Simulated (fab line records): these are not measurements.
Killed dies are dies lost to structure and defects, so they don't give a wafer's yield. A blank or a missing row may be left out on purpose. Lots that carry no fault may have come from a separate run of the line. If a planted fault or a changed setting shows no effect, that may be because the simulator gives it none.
A lot that was struck, set against a sound lot    flow ritCmos    15 steps out of a route of 202
Sound: the wafers L381.1, L381.5, L381.6. Struck: wafers L394.4, L394.5, L394.6. The cause comes at the end.
Order at every step that has rows: each side's tool, ch and its chambers, its first start. Under that, the readings that differ: sound wafers    struck wafers    difference of the means    sigmas: that difference in standard deviations of wafers without a fault.
alike: a reading whose means differ by less than 2 such deviations, as well as words and numbers matching on both sides. not compared: withheld readings; readings where some wafer has no value; bounds like >300 that might hide an equal value; numbers whose values overlap and for which the record gives no deviation.
Wherever a step has rows on one side only, a row that says differs or no value, or a row with sigmas, the two part there. Numbers that don't overlap but have no deviation are shown without sigmas and don't part them. A reading missing from all wafers of one side parts the sides only when that side holds two or more wafers.

first, 2 steps without rows for these wafers: RIT_PLDD_HARDBAKE_07 (time 60 s); RIT_PLDD_IMPLANT_08.
RIT_PLDD_STRIP_09: strips in O2, time 180 s.
  sound on plasmaAsher-01 ch 0,1, day 4 08:07; struck on plasmaAsher-03 ch 0,1, day 7 04:46
  alike: drypumpMotorCurrentA
  not compared: rfHoursCounterH
RIT_PLDD_TW_MEAS_10:
  sound on filmMetro-03 at day 4 08:17; struck on filmMetro-02 at day 7 04:55
  alike: PLDD_TW
then, 4 steps without rows for these wafers: RIT_SPACER_CLEAN_00 (cleans in SC1, time 600 s); RIT_SPACER_CLEAN_01 (cleans in dHF, time 30 s); RIT_SPACER_CLEAN_02 (cleans in SC2, time 600 s); RIT_SPACER_CVD_03 (deposits Si3N4 from SiH2Cl2/NH3, target thk 250 nm, time 3300 s).
RIT_SPACER_THK_MEAS_04:
  sound on filmMetro-04 at day 4 10:39; struck on filmMetro-01 at day 7 07:15
  alike: SPACER_NITRIDE_THK
RIT_SPACER_ETCHBACK_05: etches Si3N4 in SF6/CHF3, stops on SiO2, target depth 250 nm, time 240 s.
  sound on rieDiel-04 ch 0,1,3, day 4 10:43; struck on rieDiel-04 ch 2,3, day 7 07:17
  alike: drypumpMotorCurrentA, oesProductAu, throttleValvePct
  not compared: rfHoursCounterH
then, 2 steps without rows for these wafers: RIT_NSD_HMDS_00 (prime time 60 s); RIT_NSD_COAT_01 (resist thk 1000 nm).
RIT_NSD_SOFTBAKE_02: time 60 s.
  sound on lithoTrack-03 ch 0, day 4 11:10; struck on lithoTrack-02 ch 0, day 7 07:52
reading              sound              struck             difference  sigmas
chillPlateTempC (C)  22.84 22.99 22.77  23.15 23.16 22.96  +0.22       +2
runLengthS (s)       89.25 89.18 89.37  92.69 92.59 92.55  +3.34       +24
  alike: heaterPowerTotalW, plateTempC
then, 1 step without rows for these wafers: RIT_NSD_EXPOSE_03 (exposes mask M9, target cd 40700 nm).
RIT_M1_PROBE_99:
  record: rows for the struck wafers here (prober-01, day 7 19:47), none for the sound ones

== WHERE THEY PART ==
Earliest at RIT_NSD_SOFTBAKE_02; latest, in this record, at RIT_M1_PROBE_99.

WHY: the cause the simulator had injected
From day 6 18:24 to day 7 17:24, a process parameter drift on lithoTrack-02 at RIT_NSD_SOFTBAKE_02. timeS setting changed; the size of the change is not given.
